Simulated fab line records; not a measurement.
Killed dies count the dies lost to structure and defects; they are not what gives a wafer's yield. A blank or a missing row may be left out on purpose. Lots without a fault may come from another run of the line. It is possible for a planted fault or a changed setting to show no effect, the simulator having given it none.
Comparing a struck lot with a sound one | flow ritCmos | 15 out of 202 route steps
Sound: these wafers, L267.1, L267.5, L267.6. Wafers L276.3, L276.5, L276.6 were the ones struck. The cause is given at the end.
For every step that has rows: the tool of each side, followed by ch and its chambers, followed by its first start. Under that, the readings that differ: sound wafers | struck wafers | difference of the means | sigmas: that difference in standard deviations of wafers without a fault.
alike: same words and numbers on both sides, and readings whose means sit less than 2 such deviations apart. not compared: any withheld reading, any reading some wafer has no value for, any bound like >300 that may hide the same value, and any number with overlapping values for which the record gives no deviation.
Wherever a step has rows on one side only, a row that says differs or no value, or a row with sigmas, the two part there. Non-overlapping numbers with no deviation appear without sigmas and do not part them. A reading missing from all wafers of one side parts the sides only when that side holds two or more wafers.

first, 2 steps without rows for these wafers: RIT_PLDD_HARDBAKE_07 (time 60 s); RIT_PLDD_IMPLANT_08.
RIT_PLDD_STRIP_09: strips in O2, time 180 s.
  sound on plasmaAsher-02 ch 0,1, day 3 00:32; struck on plasmaAsher-02 ch 0,1, day 5 00:00
  alike: drypumpMotorCurrentA
  not compared: rfHoursCounterH
RIT_PLDD_TW_MEAS_10:
  sound on filmMetro-03 at day 3 00:43; struck on filmMetro-02 at day 5 00:08
  alike: PLDD_TW
then, 4 steps without rows for these wafers: RIT_SPACER_CLEAN_00 (cleans in SC1, time 600 s); RIT_SPACER_CLEAN_01 (cleans in dHF, time 30 s); RIT_SPACER_CLEAN_02 (cleans in SC2, time 600 s); RIT_SPACER_CVD_03 (deposits Si3N4 from SiH2Cl2/NH3, target thk 250 nm, time 3300 s).
RIT_SPACER_THK_MEAS_04:
  sound on filmMetro-02 at day 3 03:05; struck on filmMetro-04 at day 5 03:29
  alike: SPACER_NITRIDE_THK
RIT_SPACER_ETCHBACK_05: etches Si3N4 in SF6/CHF3, stops on SiO2, target depth 250 nm, time 240 s.
  sound on rieDiel-03 ch 0,1,2, day 3 03:09; struck on rieDiel-03 ch 0,1,2, day 5 03:31
  alike: drypumpMotorCurrentA, oesProductAu, throttleValvePct
  not compared: rfHoursCounterH
then, 2 steps without rows for these wafers: RIT_NSD_HMDS_00 (prime time 60 s); RIT_NSD_COAT_01 (resist thk 1000 nm).
RIT_NSD_SOFTBAKE_02: time 60 s.
  sound on lithoTrack-02 ch 0, day 3 03:36; struck on lithoTrack-02 ch 0, day 5 04:01
reading        | sound             | struck            | difference | sigmas
runLengthS (s) | 89.32 89.23 89.36 | 97.70 97.68 97.53 | +8.33      | +29
then, 1 step without rows for these wafers: RIT_NSD_EXPOSE_03 (exposes mask M9, target cd 40700 nm).
RIT_M1_PROBE_99:
  sound on prober-01 at day 3 14:16; struck on prober-02 at day 5 15:05
  alike: killedAtContacts, killedAtFrontEnd, killedDies, killedOpen, killedShort

WHERE THEY PART
Only at RIT_NSD_SOFTBAKE_02, within this record. Later steps at which nothing parts them and some readings are alike: RIT_M1_PROBE_99.

WHY: what had been put in by the simulator
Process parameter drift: lithoTrack-02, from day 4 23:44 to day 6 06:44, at RIT_NSD_SOFTBAKE_02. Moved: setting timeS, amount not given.
